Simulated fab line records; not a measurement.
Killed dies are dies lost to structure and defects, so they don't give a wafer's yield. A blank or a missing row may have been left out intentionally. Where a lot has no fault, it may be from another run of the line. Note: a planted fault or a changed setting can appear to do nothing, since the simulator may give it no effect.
fab line records	flow berkeleyCmos170
record: lots: 14	wafers: 42	lastDay: 12
route steps=331 shown FIELD@126 GATE@133 PLDD@152
lots that met no fault: from a run of the same line without faults
startH: the number of hours between the record's first day and the start of the first shown wafer of the lot	waitH: time in hours since the lot's previous step	" same as the row above	L1.1+2: a row that stands for several wafers	- no value, or no start given	* or withheld: withheld	< > ~ a bound
route shown NAME@n: NAME is a module with steps in the file, n the number in the route of the first one	usual: mean and standard deviation over wafers with no fault	same: alike in all rows	chamber/n: place in a boat	sites: per-site readings	_std_site: standard deviation of those values	_edge_site: mean of outer sites minus mean of inner sites	radiusMm: how far each site lies from the wafer's centre	mask NAME#n: copy n	behind: the most recent tool/chamber to have shaped the wafer	hold: what put the lot on hold/how long, in hours/how the hold closed	device: transistor that didn't switch, given as n, p or np	end of line: the same wafers' tests at the end of the route	step lacking rows: just its recipe	killed: dies lost to structure and defects at the first sort, not the wafer's yield	map: shows each die of a wafer: x if killed, . if not, _ if none is there
set.NAME: the run value of the setting; set.NAME@STEP: its run value at that earlier step	model.NAME: the simulator's own value behind a step, which no gauge read
a sample of lots followed through the steps of the route, with each step as a table and each wafer as a row
services: when a tool's chamber went out of use (startH, in hours from the record's first day, below 0 if earlier), for how many hours, and the reason
== steps ==
step: UCB170_FIELD_THK_MEAS_91
recipe: reads: SiO2_of_FIELD_OXIDATION_01
usual: FIELD_OXIDE_LEFT_2_THK: 344/9.5
lot.wafer	tool	chamber	startH	waitH	FIELD_OXIDE_LEFT_2_THK[nm]
L609.2	filmMetro-01	-	100.01	0.0	345
L609.3	"	-	"	"	348
L609.6	"	-	"	"	342
L610.1	filmMetro-03	-	107.55	0.0	356
L610.5	"	-	"	"	361
L610.6	"	-	"	"	357
L611.4	filmMetro-01	-	112.27	0.0	330
L611.5	"	-	"	"	330
L611.6	"	-	"	"	317
L613.1	filmMetro-04	-	129.47	0.0	353
L613.2	"	-	"	"	345
L613.5	"	-	"	"	344
L612.3	filmMetro-01	-	130.65	0.0	348
L612.4	"	-	"	"	345
L612.5	"	-	"	"	351
L619.1	filmMetro-03	-	149.48	0.0	333
L619.2	"	-	"	"	329
L619.5	"	-	"	"	329
L620.1	filmMetro-03	-	161.39	0.0	346
L620.4	"	-	"	"	343
L620.5	"	-	"	"	346
L625.3	filmMetro-04	-	188.09	0.0	337
L625.4	"	-	"	"	347
L625.5	"	-	"	"	343
L623.1	filmMetro-04	-	188.26	0.0	356
L623.2	"	-	"	"	357
L623.4	"	-	"	"	351
L626.3	filmMetro-04	-	199.33	0.0	358
L626.4	"	-	"	"	355
L626.5	"	-	"	"	354
L627.1	filmMetro-01	-	208.04	0.0	351
L627.4	"	-	"	"	356
L627.5	"	-	"	"	346
L628.1	filmMetro-04	-	208.86	0.0	333
L628.2	"	-	"	"	343
L628.6	"	-	"	"	340
L630.2	filmMetro-04	-	219.30	0.0	361
L630.4	"	-	"	"	354
L630.6	"	-	"	"	341
L631.1	filmMetro-04	-	219.79	0.0	354
L631.2	"	-	"	"	350
L631.3	"	-	"	"	350
step: UCB170_GATE_COAT_07
recipe: resist: KrF	spinRpm: 1500	resistThkNm: 900
lot.wafer	tool	chamber	startH	waitH
L609.2+3+6	lithoTrack-02	0	107	-
L610.1+5+6	lithoTrack-02	0	122	-
L611.4+5+6	lithoTrack-04	0	122	-
L613.1+2+5	lithoTrack-04	0	138	-
L612.3+4+5	lithoTrack-04	0	139	-
L619.1+2+5	lithoTrack-04	0	157	-
L620.1+4+5	lithoTrack-04	0	170	-
L623.1+2+4	lithoTrack-01	0	204	-
L625.3+4+5	lithoTrack-02	0	205	-
L626.3+4+5	lithoTrack-02	0	210	-
L627.1+4+5	lithoTrack-01	0	217	-
L628.1+2+6	lithoTrack-02	0	217	-
L630.2+4+6	lithoTrack-01	0	230	-
L631.1+2+3	lithoTrack-02	0	231	-
step: UCB170_GATE_CD_MEAS_12
recipe: targetCdNm: 350
usual: cdNm: 349.7/1.5
lot.wafer	tool	chamber	startH	waitH	hold	cdNm
L609.2	cdSem-01	-	108.91	-	-	350.0
L609.3	"	-	"	"	-	350.1
L609.6	"	-	"	"	-	350.2
L610.1	cdSem-01	-	122.72	-	-	349.1
L610.5	"	-	"	"	-	349.4
L610.6	"	-	"	"	-	349.7
L611.4	cdSem-01	-	123.20	-	-	345.9
L611.5	"	-	"	"	-	348.5
L611.6	"	-	"	"	-	346.4
L613.1	cdSem-01	-	139.79	-	-	349.5
L613.2	"	-	"	"	-	347.0
L613.5	"	-	"	"	-	346.8
L612.3	cdSem-01	-	140.87	-	-	348.6
L612.4	"	-	"	"	-	350.0
L612.5	"	-	"	"	-	349.7
L619.1	cdSem-01	-	158.50	-	awaitDispo/0.2h/release	301.2
L619.2	"	-	"	"	awaitDispo/0.2h/release	301.3
L619.5	"	-	"	"	awaitDispo/0.2h/release	301.3
L619.1	cdSem-01	-	158.86	0.3	-	301.1
L619.2	"	-	"	"	-	301.3
L619.5	"	-	"	"	-	301.1
L620.1	cdSem-01	-	171.65	-	awaitDispo/0.2h/release	301.3
L620.4	"	-	"	"	awaitDispo/0.2h/release	301.1
L620.5	"	-	"	"	awaitDispo/0.2h/release	298.5
L620.1	cdSem-01	-	172.12	0.4	-	300.8
L620.4	"	-	"	"	-	301.2
L620.5	"	-	"	"	-	298.6
L623.1	cdSem-01	-	206.02	-	-	350.0
L623.2	"	-	"	"	-	351.0
L623.4	"	-	"	"	-	351.2
L625.3	cdSem-02	-	206.12	-	-	348.8
L625.4	"	-	"	"	-	346.9
L625.5	"	-	"	"	-	347.9
L626.3	cdSem-02	-	211.65	-	-	352.1
L626.4	"	-	"	"	-	352.4
L626.5	"	-	"	"	-	351.8
L627.1	cdSem-02	-	218.17	-	-	351.6
L627.4	"	-	"	"	-	352.7
L627.5	"	-	"	"	-	351.9
L628.1	cdSem-02	-	218.68	-	-	350.0
L628.2	"	-	"	"	-	349.8
L628.6	"	-	"	"	-	349.8
L630.2	cdSem-01	-	232.21	-	-	350.7
L630.4	"	-	"	"	-	349.4
L630.6	"	-	"	"	-	349.6
L631.1	cdSem-02	-	232.40	-	-	347.9
L631.2	"	-	"	"	-	348.6
L631.3	"	-	"	"	-	349.2
step: UCB170_GATE_STRIP_16
recipe: chemistry: O2	powerW: 400	pressureMtorr: 3500	platenTempC: withheld	o2FlowSccm: 400	overashFraction: 0.5
usual: drypumpMotorCurrentA: 5.9/0.33	oesProductAu: 0.724/0.0042
lot.wafer	tool	chamber	startH	waitH	drypumpMotorCurrentA	oesProductAu	rfHoursCounterH
L609.2	plasmaAsher-03	1	109.14	0.0	5.7	0.726	40
L609.3	"	1	"	"	5.7	0.721	-
L609.6	"	1	"	"	5.7	0.729	-
L610.1	plasmaAsher-02	0	122.97	0.0	5.6	0.727	36
L610.5	"	0	"	"	5.6	0.727	-
L610.6	"	1	"	"	5.9	0.719	-
L611.4	plasmaAsher-01	0	123.42	0.1	6.5	0.727	-
L611.5	"	1	"	"	5.6	0.734	-
L611.6	"	0	"	"	6.5	0.720	-
L613.1	plasmaAsher-03	1	140.03	0.0	5.7	0.714	45
L613.2	"	0	"	"	6.1	0.724	45
L613.5	"	0	"	"	6.1	0.725	-
L612.3	plasmaAsher-02	1	141.11	0.1	5.9	0.732	-
L612.4	"	0	"	"	5.6	0.724	-
L612.5	"	0	"	"	5.6	0.727	-
L619.1	plasmaAsher-01	1	174.03	0.0	5.6	0.478	5
L619.2	"	0	"	"	6.5	0.476	5
L619.5	"	1	"	"	5.6	0.474	-
L620.1	plasmaAsher-03	1	178.89	0.0	5.7	0.472	49
L620.4	"	0	"	"	6.1	0.471	-
L620.5	"	1	"	"	5.7	0.475	-
L623.1	plasmaAsher-01	0	206.26	0.0	6.5	0.724	10
L623.2	"	1	"	"	5.7	0.724	10
L623.4	"	0	"	"	6.5	0.725	-
L625.3	plasmaAsher-03	1	206.36	0.1	5.7	0.725	-
L625.4	"	0	"	"	6.0	0.728	-
L625.5	"	0	"	"	6.0	0.726	-
L626.3	plasmaAsher-03	0	211.89	0.1	6.0	0.724	-
L626.4	"	1	"	"	5.7	0.727	-
L626.5	"	0	"	"	6.0	0.723	-
L627.1	plasmaAsher-03	1	218.41	0.0	5.7	0.721	53
L627.4	"	1	"	"	5.7	0.723	-
L627.5	"	1	"	"	5.7	0.725	-
L628.1	plasmaAsher-02	1	218.93	0.0	5.9	0.728	45
L628.2	"	0	"	"	5.6	0.735	45
L628.6	"	0	"	"	5.5	0.727	-
L630.2	plasmaAsher-01	0	232.51	0.1	6.5	0.727	13
L630.4	"	0	"	"	6.5	0.722	-
L630.6	"	0	"	"	6.5	0.715	-
L631.1	plasmaAsher-01	0	232.64	0.0	6.6	0.723	13
L631.2	"	1	"	"	5.6	0.720	13
L631.3	"	1	"	"	5.7	0.726	-
step: UCB170_PLDD_OVL_MEAS_07
usual: PLDD_OVL: -3/6.7
lot.wafer	tool	chamber	startH	waitH	PLDD_OVL[nm]
L609.2	overlay-01	-	112.37	0.1	-5
L609.3	"	-	"	"	2
L609.6	"	-	"	"	-10
L610.1	overlay-01	-	124.66	0.1	0
L610.5	"	-	"	"	6
L610.6	"	-	"	"	3
L611.4	overlay-01	-	125.84	0.1	9
L611.5	"	-	"	"	-5
L611.6	"	-	"	"	7
L613.1	overlay-01	-	141.83	0.1	-5
L613.2	"	-	"	"	-7
L613.5	"	-	"	"	-6
L612.3	overlay-02	-	142.80	0.1	2
L612.4	"	-	"	"	-4
L612.5	"	-	"	"	-2
L619.1	overlay-02	-	178.31	0.1	-16
L619.2	"	-	"	"	0
L619.5	"	-	"	"	-11
L620.1	overlay-02	-	183.57	0.1	-17
L620.4	"	-	"	"	-4
L620.5	"	-	"	"	-10
L623.1	overlay-01	-	208.16	0.1	-8
L623.2	"	-	"	"	-10
L623.4	"	-	"	"	-5
L625.3	overlay-02	-	208.45	0.1	-8
L625.4	"	-	"	"	-8
L625.5	"	-	"	"	1
L626.3	overlay-02	-	215.67	0.1	-6
L626.4	"	-	"	"	11
L626.5	"	-	"	"	-8
L627.1	overlay-02	-	219.94	0.1	-1
L627.4	"	-	"	"	3
L627.5	"	-	"	"	-2
L628.1	overlay-02	-	220.74	0.1	-1
L628.2	"	-	"	"	8
L628.6	"	-	"	"	7
L630.2	overlay-02	-	235.05	0.1	-8
L630.4	"	-	"	"	-6
L630.6	"	-	"	"	2
L631.1	overlay-01	-	235.32	0.1	10
L631.2	"	-	"	"	-8
L631.3	"	-	"	"	4
step: UCB170_PLDD_STRIP_10
recipe: chemistry: O2	powerW: 400	pressureMtorr: 3500	platenTempC: withheld	o2FlowSccm: 400	overashFraction: 0.5
usual: drypumpMotorCurrentA: 5.7/0.39	oesProductAu: 0.734/0.0043	stripTimeToEndpointS: 21.66/0.077
lot.wafer	tool	chamber	startH	waitH	drypumpMotorCurrentA	oesProductAu	rfHoursCounterH	stripTimeToEndpointS
L609.2	plasmaAsher-03	1	112.70	0.1	5.7	0.729	41	21.66
L609.3	"	0	"	"	6.0	0.742	-	21.57
L609.6	"	1	"	"	5.7	0.735	-	21.60
L610.1	plasmaAsher-02	1	124.99	0.1	5.9	0.735	36	21.57
L610.5	"	0	"	"	5.6	0.739	-	21.64
L610.6	"	1	"	"	5.9	0.737	-	21.68
L611.4	plasmaAsher-02	1	126.19	0.1	5.9	0.733	-	21.72
L611.5	"	1	"	"	5.9	0.736	-	21.70
L611.6	"	0	"	"	5.5	0.731	-	21.75
L613.1	plasmaAsher-03	1	142.17	0.1	5.7	0.737	45	21.81
L613.2	"	0	"	"	6.0	0.728	45	21.82
L613.5	"	1	"	"	5.7	0.732	-	21.77
L612.3	plasmaAsher-03	0	143.15	0.1	6.1	0.730	-	21.44
L612.4	"	1	"	"	5.7	0.729	-	21.46
L612.5	"	0	"	"	6.0	0.735	-	21.49
L619.1	plasmaAsher-02	0	178.64	0.1	5.5	0.739	39	21.68
L619.2	"	1	"	"	5.9	0.728	39	21.65
L619.5	"	0	"	"	5.6	0.734	-	21.59
L620.1	plasmaAsher-04	1	184.19	0.1	4.8	0.736	46	21.54
L620.4	"	1	"	"	4.8	0.731	-	21.63
L620.5	"	1	"	"	4.8	0.737	-	21.58
L623.1	plasmaAsher-02	1	208.50	0.1	5.9	0.735	44	21.59
L623.2	"	0	"	"	5.5	0.729	44	21.64
L623.4	"	0	"	"	5.6	0.733	-	21.58
L625.3	plasmaAsher-04	1	208.80	0.1	4.8	0.737	-	21.59
L625.4	"	0	"	"	5.9	0.741	-	21.58
L625.5	"	1	"	"	4.8	0.736	-	21.59
L626.3	plasmaAsher-03	0	216.03	0.1	6.0	0.733	-	21.73
L626.4	"	1	"	"	5.7	0.731	-	21.64
L626.5	"	0	"	"	6.1	0.737	-	21.67
L627.1	plasmaAsher-03	1	220.28	0.1	5.7	0.741	53	21.68
L627.4	"	0	"	"	6.0	0.734	-	21.73
L627.5	"	1	"	"	5.7	0.735	-	21.71
L628.1	plasmaAsher-04	1	221.07	0.1	4.8	0.730	51	21.63
L628.2	"	0	"	"	5.9	0.726	51	21.72
L628.6	"	1	"	"	4.8	0.731	-	21.63
L630.2	plasmaAsher-04	0	235.38	0.1	5.9	0.746	52	21.63
L630.4	"	1	"	"	4.8	0.739	-	21.65
L630.6	"	0	"	"	5.9	0.734	-	21.66
L631.1	plasmaAsher-04	0	235.66	0.1	5.9	0.735	52	21.70
L631.2	"	1	"	"	4.8	0.730	52	21.68
L631.3	"	1	"	"	4.8	0.733	-	21.68
== services ==
tool	chamber	startH	hours	kind
plasmaAsher-04	-	84.29	2.8	pm
plasmaAsher-04	-	87.04	29.1	pm
plasmaAsher-01	-	108.75	9.0	pm
plasmaAsher-01	0	108.75	9.0	ventCycle
plasmaAsher-01	1	108.75	9.0	ventCycle
plasmaAsher-01	0	117.75	-	clean
plasmaAsher-01	1	117.75	-	clean
plasmaAsher-02	-	130.15	10.5	repair
plasmaAsher-04	-	131.65	1.8	repair
plasmaAsher-03	-	199.30	2.3	repair
plasmaAsher-02	-	228.23	14.6	pm
== key ==
firstSign: step: UCB170_GATE_CD_MEAS_12	reading: visit	direction: added
effect: step: UCB170_GATE_CD_MEAS_12	reading: cdNm	direction: down	sigmas: 32	usual: 349.7	struck: 300.8
effect: step: UCB170_GATE_STRIP_16	reading: oesProductAu	direction: down	sigmas: 59	usual: 0.724	struck: 0.474
metAt UCB170_GATE_COAT_07
struckLots L619,L620
sortLeftOut L619.1,L619.2,L619.5,L620.1,L620.4,L620.5
testerLeftOut L619,L620
notActingAt UCB170_FIELD_THK_MEAS_91,UCB170_PLDD_OVL_MEAS_07,UCB170_PLDD_STRIP_10
onsetBetween 139 157
fault: kind: processParameterDrift	tool: lithoTrack-04	chamber: -	onsetH: 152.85	steps: UCB170_GATE_COAT_07	channel: resistThkNm	offset: *	shape: step	endH: 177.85	actsIn: *	stated: *
testerLeftOut: of these lots the tester's yield and bins aren't shown, on N5 and GAA mostly nor the transistor test; their killed dies are dies lost to structure and defects alone, not to doping, threshold or leakage, so they don't give the yield
sortLeftOut: the simulated sort isn't trusted on such a fault, so these wafers' sort isn't shown, and their yield isn't known
